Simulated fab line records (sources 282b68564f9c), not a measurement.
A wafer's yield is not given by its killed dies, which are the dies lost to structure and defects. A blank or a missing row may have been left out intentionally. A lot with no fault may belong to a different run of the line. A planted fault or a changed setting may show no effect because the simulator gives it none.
A lot that was struck, set against a sound lot ; flow rit_cmos ; 15 out of 202 route steps
Sound: wafers L190.3, L190.4, L190.6. The struck wafers were L200.1, L200.5, L200.6. The cause is named last.
At each step with rows: each side's tool, then ch and its chambers, then its first start. Under that, the readings that differ: sound wafers ; struck wafers ; difference of the means ; sigmas: that difference in standard deviations of wafers without a fault.
alike: words and numbers the same on both sides, and readings whose means are apart by under 2 such deviations; not compared: readings that were withheld, readings missing a value for some wafer, numbers with overlapping values and no deviation given by the record, and bounds like >300 which may hide the same value.
Wherever a step has rows on one side only, a row that says differs or no value, or a row with sigmas, the two part there. When numbers do not overlap yet have no deviation, they are printed without sigmas and do not part them. A reading missing from all wafers of one side parts the sides only when that side holds two or more wafers.

first, 4 steps without rows for these wafers: RIT_CONTACT_SOFTBAKE_04 (time 60 s); RIT_CONTACT_EXPOSE_05 (exposes mask M11, target cd 1000 nm); RIT_CONTACT_PEB_06; RIT_CONTACT_DEVELOP_07 (develop time 120 s).
RIT_CONTACT_CD_MEAS_08 targets a cd of 1000 nm.
  sound on cd_sem-01, day 3 13:00; struck on cd_sem-02, day 5 13:42
reading;sound;struck;difference;sigmas
cd_nm (nm);1005.8 1004.3 1005.9;999.9 1001.6 1000.0;-4.8;-2
RIT_CONTACT_OVL_MEAS_09:
  sound on overlay-02, day 3 13:05; struck on overlay-01, day 5 13:49
  alike: CONTACT_OVL
then, 1 step without rows for these wafers: RIT_CONTACT_HARDBAKE_10 (time 60 s).
RIT_CONTACT_ETCH_11: etches SiO2 in CHF3/CF4/Ar, stops on TiSi2, target depth 480 nm, time 320 s.
  sound on rie_diel-04 ch 1,3, day 3 13:16; struck on rie_diel-04 ch 0,3, day 5 14:01
  alike: drypump_motor_current_A, oes_product_au, throttle_valve_pct
  not compared: rf_hours_counter_h
RIT_CONTACT_STRIP_12: strips in O2, time 180 s.
  sound on plasma_asher-02 ch 0,1, day 3 13:31; struck on plasma_asher-01 ch 0,1, day 5 14:12
  alike: drypump_motor_current_A, rf_refl_power_W
  not compared: rf_hours_counter_h
RIT_CONTACT_CD_MEAS_90 targets a cd of 1000 nm.
  sound on cd_sem-02, day 3 13:41; struck on cd_sem-02, day 5 14:23
reading;sound;struck;difference;sigmas
cd_nm (nm);1005.7 1004.3 1005.9;1000.1 1002.0 999.6;-4.7;-2
then, 2 steps without rows for these wafers: RIT_CONTACT_CLEAN_13 (cleans in SC1, time 600 s); RIT_CONTACT_CLEAN_14 (cleans in SC2, time 600 s).
RIT_M1_SPUTTER_00: material Al, target thk 400 nm, time 500 s.
  sound on pvd_sputter-02, day 3 14:18; struck on pvd_sputter-02, day 5 15:19
  alike: throttle_valve_pct
RIT_M1_RS_MEAS_01: uses a four-point probe to measure.
  sound on film_metro-03, day 3 14:38; struck on film_metro-01, day 5 15:53
reading;sound;struck;difference;sigmas
M1_AL_RS (ohm/sq);0.0747 0.0753 0.0755;0.0371 0.0372 0.0372;-0.0380;-35
RIT_M1_PROBE_99:
  sound wafers here have rows in the record (prober-02, day 3 18:35); struck ones have none

WHERE THEY PART
Earliest at RIT_CONTACT_CD_MEAS_08; latest, in this record, at RIT_M1_PROBE_99.

WHY: what had been put in by the simulator
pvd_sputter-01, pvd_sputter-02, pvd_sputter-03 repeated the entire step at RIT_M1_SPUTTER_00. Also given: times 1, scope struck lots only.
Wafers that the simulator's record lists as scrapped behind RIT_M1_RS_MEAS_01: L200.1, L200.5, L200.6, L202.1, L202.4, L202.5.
